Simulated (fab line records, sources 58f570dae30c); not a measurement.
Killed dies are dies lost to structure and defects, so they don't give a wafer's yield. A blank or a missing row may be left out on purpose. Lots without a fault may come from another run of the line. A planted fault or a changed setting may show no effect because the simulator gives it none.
Which tool did it? | flow berkeley_cmos170 | 15 lots, 45 wafers sampled, at 3 steps of a route of 331

WHAT THE GAUGES READ, wafer by wafer
UCB170_M1_THK_MEAS_02: measures by xrf. Usual: M1_AL_THK 600 nm, standard deviation 7.6.
lot  | measured     | on            | M1_AL_THK (nm) | flag
L343 | day 7 14:25  | film_metro-04 | 597 596 590    |
L345 | day 7 17:01  | film_metro-01 | 600 604 601    |
L347 | day 8 18:54  | film_metro-02 | 597 597 598    |
L349 | day 8 18:00  | film_metro-01 | 588 583 585    |
L350 | day 8 19:05  | film_metro-01 | 620 607 610    |
L351 | day 9 00:13  | film_metro-02 | 590 597 597    |
L361 | day 10 15:50 | film_metro-04 | 609 607 612    |
L360 | day 10 16:07 | film_metro-01 | 596 596 597    |
L362 | day 11 04:55 | film_metro-01 | 612 611 609    |
L363 | day 11 01:20 | film_metro-02 | 589 598 600    |
L365 | day 11 16:50 | film_metro-04 | 607 607 608    |
L366 | day 11 18:56 | film_metro-01 | 595 596 596    |

WHICH TOOL RAN EACH LOT (tool, then ch and the chambers of the sampled wafers, then the start)
lot  | UCB170_NWELL_ETCH_13              | UCB170_WELLDRIVE_ANNEAL_03
L343 | rie_diel-02 ch 0,2,3, day 2 06:23 | furnace-04 ch 0, day 3 21:28
L345 | rie_diel-02 ch 1,3, day 2 17:36   | furnace-04 ch 0, day 3 21:28
L347 | rie_diel-02 ch 1,2,3, day 3 06:30 | furnace-02 ch 0, day 4 13:15
L349 | rie_diel-03 ch 0,1,3, day 3 16:56 | furnace-04 ch 0, day 5 05:27
L350 | rie_diel-02 ch 1,3, day 3 17:02   | furnace-04 ch 0, day 5 05:27
L351 | rie_diel-02 ch 2,3, day 4 02:43   | furnace-03 ch 0, day 5 13:48
L353 | rie_diel-03 ch 0,2,3, day 4 12:09 | furnace-04, day 6 07:30
L355 | rie_diel-02 ch 0,1,3, day 4 13:23 | furnace-03, day 6 03:58
L354 | rie_diel-03 ch 2,3, day 4 14:20   | furnace-03, day 6 03:58
L361 | rie_diel-02 ch 2,3, day 5 22:40   | furnace-04 ch 0, day 7 06:02
L360 | rie_diel-03 ch 2,3, day 5 22:55   | furnace-04 ch 0, day 7 06:02
L362 | rie_diel-02 ch 2,3, day 6 06:41   | furnace-04 ch 0, day 7 20:08
L363 | rie_diel-04 ch 0,1,3, day 6 12:52 | furnace-02 ch 0, day 7 23:20
L365 | rie_diel-04 ch 0,1,3, day 6 18:43 | furnace-04 ch 0, day 8 05:14
L366 | rie_diel-03 ch 1,2, day 7 05:14   | furnace-02 ch 0, day 8 16:15
- UCB170_NWELL_ETCH_13: etches Si3N4 in CH3F/Ar/O2, stops on SiO2, target depth 246.4 nm, time 154 s.
- UCB170_WELLDRIVE_ANNEAL_03: time 900 s.

WHAT THE TOOLS THEMSELVES READ (means of the sampled wafers that have a number; where no wafer has one, the mark that the record gives instead)
UCB170_NWELL_ETCH_13. Usual: CH3F_flow_sccm 20.00 sccm, standard deviation 0.058; drypump_motor_current_A 5.6 A, standard deviation 0.4; oes_product_au 0.939 a.u., standard deviation 0.013; throttle_valve_pct 8.05 %, standard deviation 0.095.
lot  | tool        | CH3F_flow_sccm (sccm) | drypump_motor_current_A (A) | oes_product_au (a.u.) | throttle_valve_pct (%) | flag
L343 | rie_diel-02 | 20.02                 | 5.3                         | 0.935                 | 8.07                   |
L345 | rie_diel-02 | 19.96                 | 5.5                         | 0.933                 | 8.07                   |
L347 | rie_diel-02 | 19.97                 | 5.2                         | 0.928                 | 8.08                   |
L349 | rie_diel-03 | 19.98                 | 5.9                         | 0.953                 | 8.00                   |
L350 | rie_diel-02 | 20.02                 | 5.4                         | 0.937                 | 8.03                   |
L351 | rie_diel-02 | 19.95                 | 5.1                         | 0.932                 | 8.09                   |
L353 | rie_diel-03 | 20.00                 | 5.9                         | 0.956                 | 8.01                   |
L355 | rie_diel-02 | 19.96                 | 5.5                         | 0.936                 | 8.04                   |
L354 | rie_diel-03 | 20.00                 | 6.1                         | 0.935                 | 8.09                   |
L361 | rie_diel-02 | 20.02                 | 5.2                         | 0.927                 | 8.03                   |
L360 | rie_diel-03 | 19.97                 | 6.1                         | 0.950                 | 8.11                   |
L362 | rie_diel-02 | 19.94                 | 5.2                         | 0.937                 | 8.02                   |
L363 | rie_diel-04 | 20.01                 | 6.0                         | 0.935                 | 8.02                   |
L365 | rie_diel-04 | 20.00                 | 5.9                         | 0.940                 | 8.03                   |
L366 | rie_diel-03 | 19.99                 | 6.1                         | 0.941                 | 8.03                   |

UCB170_WELLDRIVE_ANNEAL_03. Usual: spike_tc_centre_C 1102.9 C, standard deviation 1.3; spike_tc_load_C 1129.7 C, standard deviation 2.1; tube_center_temp_C 1100.0 C, standard deviation 0.12.
lot  | tool       | spike_tc_centre_C (C) | spike_tc_load_C (C) | tube_center_temp_C (C) | flag
L343 | furnace-04 | 1103.5                | 1130.7              | 1100.0                 |
L345 | furnace-04 | 1103.8                | 1131.3              | 1099.9                 |
L347 | furnace-02 | 1100.7                | 1125.7              | 1100.0                 |
L349 | furnace-04 | 1103.4                | 1130.2              | 1099.9                 |
L350 | furnace-04 | 1103.3                | 1130.4              | 1099.9                 |
L351 | furnace-03 | 1102.2                | 1129.5              | 1099.9                 |
L353 | furnace-04 | -                     | -                   | -                      | OFF
L355 | furnace-03 | -                     | -                   | -                      | OFF
L354 | furnace-03 | -                     | -                   | -                      | OFF
L361 | furnace-04 | 1103.3                | 1130.1              | 1100.1                 |
L360 | furnace-04 | 1104.4                | 1130.4              | 1099.9                 |
L362 | furnace-04 | 1103.8                | 1130.8              | 1100.0                 |
L363 | furnace-02 | 1101.3                | 1125.8              | 1100.1                 |
L365 | furnace-04 | 1103.8                | 1131.7              | 1100.0                 |
L366 | furnace-02 | 1102.1                | 1126.9              | 1100.0                 |

THE ANSWER, worked out from the rows above alone
Rule: a lot is off if the mean of its wafers that have a number lies more than 3 standard deviations from the usual mean. A lot without any number at a reading at which 4 lots or more have one is off too. The other lots that the step has rows for count as sound. The gauges are gone through in route order, then the tools' own readings, and for those a lot's mean is taken as printed above. The first step at which some lot is off is used, and at that step the reading that is off furthest; a lot without a number counts as furthest.
Off: L353, L355, L354, at UCB170_WELLDRIVE_ANNEAL_03 (spike_tc_centre_C). Without a number there: L353, L355, L354.
A tool fits if, at that step or a process step before it, it ran every lot that is off, and no sound lot after the first of them. None of those tried fits.

WHAT THE SIMULATOR HAD PUT IN
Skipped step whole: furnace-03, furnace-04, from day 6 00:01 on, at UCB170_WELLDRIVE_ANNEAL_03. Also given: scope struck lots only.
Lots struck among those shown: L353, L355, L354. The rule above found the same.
